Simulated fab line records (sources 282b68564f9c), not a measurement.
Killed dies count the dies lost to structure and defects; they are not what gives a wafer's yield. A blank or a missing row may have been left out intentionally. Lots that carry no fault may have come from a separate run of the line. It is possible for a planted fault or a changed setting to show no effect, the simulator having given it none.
Matching of chambers -- flow ritCmos -- RIT_GATE_ETCH_19 on rieSi-02: 4 sister chambers
The step etches poly-Si in SF6/CHF3/O2, stops on SiO2, time 165 s, target depth 312.5 nm. 8 wafers are shown with their chamber, then 7 later ones without.

== WAFERS PAIRED WITH THEIR CHAMBERS ==
wafer,chamber,throttleValvePct (%),oesProductAu (a.u.)
L265.2,3,10.34,0.818
L265.3,1,9.92,0.873
L275.4,3,10.34,0.814
L277.1,2,10.00,0.856
L277.3,1,9.91,0.862
L277.5,0,10.22,0.839
L279.1,2,10.01,0.858
L279.5,0,10.20,0.844

== WAFERS MISSING THEIR CHAMBER ==
wafer,throttleValvePct (%),oesProductAu (a.u.)
L279.6,10.32,0.816
L281.1,10.33,0.822
L281.2,9.92,0.875
L281.5,10.00,0.861
L283.2,10.32,0.827
L283.4,10.20,0.856
L283.5,10.33,0.825

== THE CHAMBER EACH PASSED THROUGH ==
wafer,from the rows above,in truth
L279.6,3,3
L281.1,3,3
L281.2,1,1
L281.5,2,2
L283.2,3,3
L283.4,0,0
L283.5,3,3
Correctly placed: 7 of 7. Left unplaced by these rows: 0. 0 placed wrongly.
How it was worked out, from the rows above alone: a wafer's distance from a chamber is the root of the sum, over the readings, of the square of ((its reading less the chamber's mean) divided by the reading's scatter). The wafer belongs to the nearest chamber; if the next one is less than 2 further off, it can't be placed. A chamber's mean is the mean of its shown wafers. The scatter: the root of (the sum of the squares of (reading less its chamber's mean) over the shown wafers, divided by (wafers less chambers)).
